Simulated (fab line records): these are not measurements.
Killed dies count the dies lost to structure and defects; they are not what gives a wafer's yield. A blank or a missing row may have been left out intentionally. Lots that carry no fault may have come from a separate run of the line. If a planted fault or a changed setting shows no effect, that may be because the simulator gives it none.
Which tool was responsible? + flow rit cmos + Sampling: 14 lots, 42 wafers, 6 of 202 route steps

== WHAT THE GAUGES SHOWED, per wafer ==
RIT_NRETRO_OVL_MEAS_06. Usual: NRETRO_OVL 0.3 nm, standard deviation 1.3.
| lot  | measured    | on         | NRETRO_OVL (nm) | flag |
|------|-------------|------------|-----------------|------|
| L769 | day 2 16:50 | overlay-02 | 2.3 -0.1 0.8    |      |
| L771 | day 3 02:52 | overlay-01 | 0.6 0.7 1.0     |      |
| L773 | day 3 11:13 | overlay-01 | 0.8 2.5 2.3     |      |
| L776 | day 4 06:26 | overlay-02 | 1.5 2.1 0.9     |      |
| L778 | day 4 17:34 | overlay-01 | 1.9 1.1 0.9     |      |
| L779 | day 4 20:18 | overlay-02 | 1.1 -0.2 0.2    |      |
| L780 | day 5 00:59 | overlay-01 | -0.7 0.4 -0.4   |      |
| L781 | day 5 06:46 | overlay-01 | 1.0 -0.5 0.1    |      |
| L784 | day 6 00:10 | overlay-01 | 0.8 1.5 2.4     |      |
| L785 | day 6 04:23 | overlay-01 | 0.2 1.1 0.1     |      |
| L786 | day 6 08:00 | overlay-01 | 0.9 1.0 -0.8    |      |
| L787 | day 6 12:40 | overlay-01 | -1.9 -1.6 -2.4  |      |
| L788 | day 6 17:46 | overlay-01 | -2.7 -3.0 -1.8  |      |
| L790 | day 7 02:47 | overlay-02 | -0.2 -1.8 -1.1  |      |

RIT_SPACER_THK_MEAS_04. Usual: SPACER_NITRIDE_THK 250.5 nm, standard deviation 3.
| lot  | measured    | on            | SPACER_NITRIDE_THK (nm) | flag |
|------|-------------|---------------|-------------------------|------|
| L769 | day 3 10:04 | film metro-04 | 249.7 250.9 252.0       |      |
| L771 | day 3 21:23 | film metro-04 | 248.1 248.3 247.2       |      |
| L773 | day 4 07:59 | film metro-02 | 255.0 252.9 252.5       |      |
| L776 | day 4 23:58 | film metro-01 | 243.8 242.5 243.5       |      |
| L778 | day 5 14:47 | film metro-02 | 246.2 247.9 245.8       |      |
| L779 | day 5 13:38 | film metro-01 | 251.3 249.9 251.5       |      |
| L780 | day 5 20:39 | film metro-02 | 249.1 246.1 247.3       |      |
| L781 | day 6 04:17 | film metro-01 | 255.6 254.3 253.5       |      |
| L784 | day 6 19:57 | film metro-04 | 250.4 252.1 252.1       |      |
| L785 | day 6 21:50 | film metro-04 | 256.3 253.7 255.0       |      |
| L786 | day 7 01:59 | film metro-04 | 250.3 250.3 250.3       |      |
| L787 | day 7 07:31 | film metro-04 | 252.8 251.5 253.9       |      |
| L788 | day 7 11:12 | film metro-04 | 249.9 248.1 248.9       |      |
| L790 | day 7 22:23 | film metro-01 | 253.6 250.7 250.6       |      |

RIT_M1_CD_MEAS_09: the cd target is 2600 nm. Usual: cd nm at 2600.0 nm, with a standard deviation of 2.5.
| lot  | measured    | on        | cd nm (nm)           | flag |
|------|-------------|-----------|----------------------|------|
| L769 | day 3 18:48 | cd sem-01 | 2597.8 2597.4 2595.7 |      |
| L771 | day 4 05:50 | cd sem-01 | 2596.8 2594.4 2596.7 |      |
| L773 | day 4 17:05 | cd sem-02 | 2595.5 2595.2 2597.6 |      |
| L776 | day 5 08:25 | cd sem-02 | 2601.6 2602.3 2602.7 |      |
| L778 | day 6 00:04 | cd sem-02 | 2599.4 2599.3 2597.1 |      |
| L779 | day 5 22:22 | cd sem-02 | 2602.6 2604.5 2603.5 |      |
| L780 | day 6 05:37 | cd sem-02 | 2602.1 2602.9 2600.7 |      |
| L781 | day 6 12:43 | cd sem-02 | 2602.3 2601.1 2602.1 |      |
| L784 | day 7 04:30 | cd sem-02 | 2595.5 2598.5 2599.5 |      |
| L785 | day 7 06:01 | cd sem-02 | 2600.5 2598.9 2599.4 |      |
| L786 | day 7 10:47 | cd sem-02 | 2601.9 2598.8 2600.2 |      |
| L787 | day 7 15:55 | cd sem-02 | - - -                | OFF  |
| L788 | day 7 19:52 | cd sem-02 | - - -                | OFF  |
| L790 | day 8 07:05 | cd sem-01 | 2599.4 2600.4 2601.3 |      |

RIT_M1_OVL_MEAS_10. Usual: M1_OVL -0.6 nm, standard deviation 1.2.
| lot  | measured    | on         | M1_OVL (nm)    | flag |
|------|-------------|------------|----------------|------|
| L769 | day 3 18:55 | overlay-02 | -3.6 -3.1 -3.7 |      |
| L771 | day 4 05:56 | overlay-01 | -1.9 -2.1 -1.8 |      |
| L773 | day 4 17:13 | overlay-02 | -0.6 0.7 -1.4  |      |
| L776 | day 5 08:32 | overlay-01 | -2.2 -1.6 -0.7 |      |
| L778 | day 6 00:10 | overlay-02 | -3.3 -2.7 -2.3 |      |
| L779 | day 5 22:29 | overlay-01 | -0.5 -1.3 -0.2 |      |
| L780 | day 6 05:44 | overlay-02 | -0.1 0.9 -0.4  |      |
| L781 | day 6 12:50 | overlay-02 | 1.8 1.8 -0.5   |      |
| L784 | day 7 04:35 | overlay-01 | -0.2 -0.7 -1.6 |      |
| L785 | day 7 06:08 | overlay-02 | -0.9 -0.3 -0.7 |      |
| L786 | day 7 10:55 | overlay-01 | -1.4 -2.2 -1.2 |      |
| L787 | day 7 16:02 | overlay-02 | - - -          | OFF  |
| L788 | day 7 19:59 | overlay-02 | - - -          | OFF  |
| L790 | day 8 07:12 | overlay-01 | -0.3 0.1 -0.8  |      |

== WHAT TOOL EACH LOT RAN ON (gives the tool, then ch and the chambers of the sampled wafers, and finally the start) ==
| lot  | RIT_PWELL_SOFTBAKE_02            | RIT_M1_DEVELOP_08                |
|------|----------------------------------|----------------------------------|
| L769 | litho track-04 ch 0, day 2 08:38 | litho track-03 ch 0, day 3 18:00 |
| L771 | litho track-03 ch 0, day 2 19:04 | litho track-03 ch 0, day 4 05:00 |
| L773 | litho track-04 ch 0, day 3 03:22 | litho track-03 ch 0, day 4 16:00 |
| L776 | litho track-01 ch 0, day 3 21:20 | litho track-03 ch 0, day 5 08:00 |
| L778 | litho track-01 ch 0, day 4 09:12 | litho track-03 ch 0, day 5 23:00 |
| L779 | litho track-01 ch 0, day 4 12:01 | litho track-02 ch 0, day 5 22:00 |
| L780 | litho track-03 ch 0, day 4 15:49 | litho track-01 ch 0, day 6 05:00 |
| L781 | litho track-01 ch 0, day 4 21:49 | litho track-01 ch 0, day 6 12:00 |
| L784 | litho track-03 ch 0, day 5 15:38 | litho track-03 ch 0, day 7 04:00 |
| L785 | litho track-03 ch 0, day 5 20:55 | litho track-01 ch 0, day 7 05:00 |
| L786 | litho track-01 ch 0, day 5 23:40 | litho track-01 ch 0, day 7 10:00 |
| L787 | litho track-03 ch 0, day 6 04:26 | litho track-03 ch 0, day 7 15:00 |
| L788 | litho track-04 ch 0, day 6 09:17 | litho track-03 ch 0, day 7 19:00 |
| L790 | litho track-04 ch 0, day 6 18:37 | litho track-02 ch 0, day 8 06:00 |
- RIT_PWELL_SOFTBAKE_02: time 61.68 s.
- RIT_M1_DEVELOP_08: develop time 68 s.

== WHAT THE TOOLS THEMSELVES READ (means of the sampled wafers that have a number; where no wafer has one, the mark that the record gives instead) ==
RIT_PWELL_SOFTBAKE_02. Usual: plate sensor t centre C 90.969 C, standard deviation 0.01; plate sensor t edge C 91.021 C, standard deviation 0.011.
| lot  | tool           | plate sensor t centre C (C) | plate sensor t edge C (C) | flag |
|------|----------------|-----------------------------|---------------------------|------|
| L769 | litho track-04 | 90.966                      | 91.031                    |      |
| L771 | litho track-03 | 90.959                      | 91.007                    |      |
| L773 | litho track-04 | 90.961                      | 91.020                    |      |
| L776 | litho track-01 | 90.962                      | 91.015                    |      |
| L778 | litho track-01 | 90.957                      | 91.006                    |      |
| L779 | litho track-01 | 90.978                      | 91.022                    |      |
| L780 | litho track-03 | 90.970                      | 91.027                    |      |
| L781 | litho track-01 | 90.961                      | 91.023                    |      |
| L784 | litho track-03 | 90.959                      | 91.017                    |      |
| L785 | litho track-03 | 90.970                      | 91.023                    |      |
| L786 | litho track-01 | 90.971                      | 91.031                    |      |
| L787 | litho track-03 | 90.964                      | 91.016                    |      |
| L788 | litho track-04 | 90.965                      | 91.019                    |      |
| L790 | litho track-04 | 90.964                      | 91.025                    |      |

RIT_M1_DEVELOP_08. Usual: developer temp C at 22.97 C, with a standard deviation of 0.11.
| lot  | tool           | developer temp C (C) | flag |
|------|----------------|----------------------|------|
| L769 | litho track-03 | 22.97                |      |
| L771 | litho track-03 | 22.92                |      |
| L773 | litho track-03 | 23.08                |      |
| L776 | litho track-03 | 22.97                |      |
| L778 | litho track-03 | 22.96                |      |
| L779 | litho track-02 | 23.01                |      |
| L780 | litho track-01 | 22.97                |      |
| L781 | litho track-01 | 22.89                |      |
| L784 | litho track-03 | 22.92                |      |
| L785 | litho track-01 | 23.02                |      |
| L786 | litho track-01 | 23.00                |      |
| L787 | litho track-03 | 23.04                |      |
| L788 | litho track-03 | 23.07                |      |
| L790 | litho track-02 | 22.99                |      |

== THE ANSWER, worked out from the rows above alone ==
Rule: lot off if the mean of its wafers having a number is beyond 3 standard deviations from the usual mean. A lot without any number at a reading at which 4 lots or more have one is off too. Where the step has rows for the other lots, those lots are counted as sound. Order of review: gauges by route order, followed by the tools' own readings, for which a lot's mean as printed above is used. The first step at which some lot is off is used, and at that step the reading that is off furthest; a lot without a number counts as furthest.
Off at RIT_M1_CD_MEAS_09 (cd nm): L787, L788. Without a number there: L787, L788.
If a tool, at a process step before that reading, ran all the lots that are off and no sound lot after the first of them, it fits. Not tried: the gauges at RIT_M1_CD_MEAS_09; whatever is off there is also off at RIT_M1_OVL_MEAS_10, on other tools, and gauge error can't account for it. One fits: litho track-03 at RIT_M1_DEVELOP_08. A fault onset in the window from L784 (day 7 04:00, its last sound lot) to L787 (day 7 15:00, its first lot off) fits.

== WHAT WAS PUT IN BY THE SIMULATOR ==
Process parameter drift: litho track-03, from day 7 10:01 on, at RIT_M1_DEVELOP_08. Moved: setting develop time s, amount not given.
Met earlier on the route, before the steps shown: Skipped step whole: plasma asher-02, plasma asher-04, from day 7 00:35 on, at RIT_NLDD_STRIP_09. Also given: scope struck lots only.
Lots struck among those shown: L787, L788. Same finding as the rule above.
